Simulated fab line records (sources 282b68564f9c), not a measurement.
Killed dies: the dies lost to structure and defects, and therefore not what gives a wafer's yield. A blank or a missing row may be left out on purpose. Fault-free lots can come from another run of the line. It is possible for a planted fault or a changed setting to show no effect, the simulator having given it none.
2 desks, one fault :: flow rit-cmos :: every desk sees just its own numbers, and what lay behind them comes last

AT THE TOOL OWNER'S DESK: implanter-01
The tool's own readings at RIT_PLDD_IMPLANT_08: means of the sampled wafers that have a number, for each lot that ran on this tool. If a lot's mean is further than 4 standard deviations from the usual mean, the lot is out of limits and carries the mark OUT (the distance appears in the brackets).
Columns: A = beam-energy-keV at RIT_PLDD_IMPLANT_08, usual 20.000; B = dose-ions-cm2 at RIT_PLDD_IMPLANT_08, usual 9e+14; C = end-station-pressure-torr at RIT_PLDD_IMPLANT_08, usual 7.3e-06 Torr; D = faraday-current-uA at RIT_PLDD_IMPLANT_08, usual 2827
lot: L371
first seen here: day 3 00:29
A: 20.000
B: 9e+14
C: 7.0e-06
D: 2856

lot: L372
first seen here: day 3 10:17
A: 20.000
B: 9e+14
C: 7.2e-06
D: 2806

lot: L380
first seen here: day 4 20:39
A: 19.997
B: 1e+15 (+98) OUT
C: 7.5e-06
D: 3108 (+5.4) OUT

lot: L383
first seen here: day 5 13:29
A: 19.996
B: 1e+15 (+96) OUT
C: 7.7e-06
D: 3154 (+6.3) OUT
This desk's verdict: out of limits on L380, L383, starting with L380 at day 4 20:39 (dose-ions-cm2 at RIT_PLDD_IMPLANT_08). Within limits: L371, L372.

FROM THE METROLOGY DESK
What the gauges read, lot by lot, whatever tool the lot ran on: means of the sampled wafers that have a number. If a lot's mean is further than 4 standard deviations from the usual mean, the lot is out of limits and carries the mark OUT (the distance appears in the brackets).
Columns: A = PLDD_TW at RIT_PLDD_TW_MEAS_10, usual 2335; B = PLDD_RS at RIT_SDANNEAL_RS_MEAS_06, usual 178.8 ohm/sq
lot: L370
first seen here: day 2 23:27
A: 2321
B: 178.8

lot: L371
first seen here: day 3 00:49
A: 2338
B: 179.6

lot: L372
first seen here: day 3 10:35
A: 2322
B: 178.5

lot: L373
first seen here: day 3 12:12
A: 2349
B: 179.2

lot: L379
first seen here: day 4 16:44
A: 2373
B: 179.3

lot: L380
first seen here: day 4 20:58
A: 2386
B: 170.8 (-18) OUT

lot: L383
first seen here: day 5 13:49
A: 2425 (+4.1) OUT
B: 170.4 (-19) OUT

lot: L384
first seen here: day 5 19:32
A: 2352
B: 179.2

lot: L386
first seen here: day 6 02:51
A: 2328
B: 178.1

lot: L389
first seen here: day 6 19:15
A: 2337
B: 178.5

lot: L390
first seen here: day 6 22:51
A: 2352
B: 178.4

lot: L391
first seen here: day 7 04:45
A: 2319
B: 178.6

lot: L392
first seen here: day 7 09:35
A: 2339
B: 179.0

lot: L393
first seen here: day 7 14:59
A: 2313
B: 178.5
This desk finds L380, L383 out of limits, with the earliest case on L380 at day 5 03:13 (PLDD_RS at RIT_SDANNEAL_RS_MEAS_06). Within limits: L370, L371, L372, L373, L379, L384, L386, L389, L390, L391, L392, L393.

ALL TOGETHER
The tool owner's desk could have raised an alarm at day 4 20:39, on L380, L383.
An alarm was possible from the metrology desk at day 5 03:13, on L380, L383.
Of the lots named, all ran RIT_PLDD_IMPLANT_08 on implanter-01.

WHAT HAD BEEN PUT IN BY THE SIMULATOR
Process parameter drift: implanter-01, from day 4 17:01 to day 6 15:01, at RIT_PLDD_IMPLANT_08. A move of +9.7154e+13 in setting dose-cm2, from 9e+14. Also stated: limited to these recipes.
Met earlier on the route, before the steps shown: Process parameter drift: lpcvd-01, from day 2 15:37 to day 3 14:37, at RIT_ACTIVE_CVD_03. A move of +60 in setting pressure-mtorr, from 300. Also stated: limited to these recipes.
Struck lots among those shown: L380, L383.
Time in hours from fault onset to the first out-of-limits reading at each desk: tool owner's desk 4, metrology desk 10.
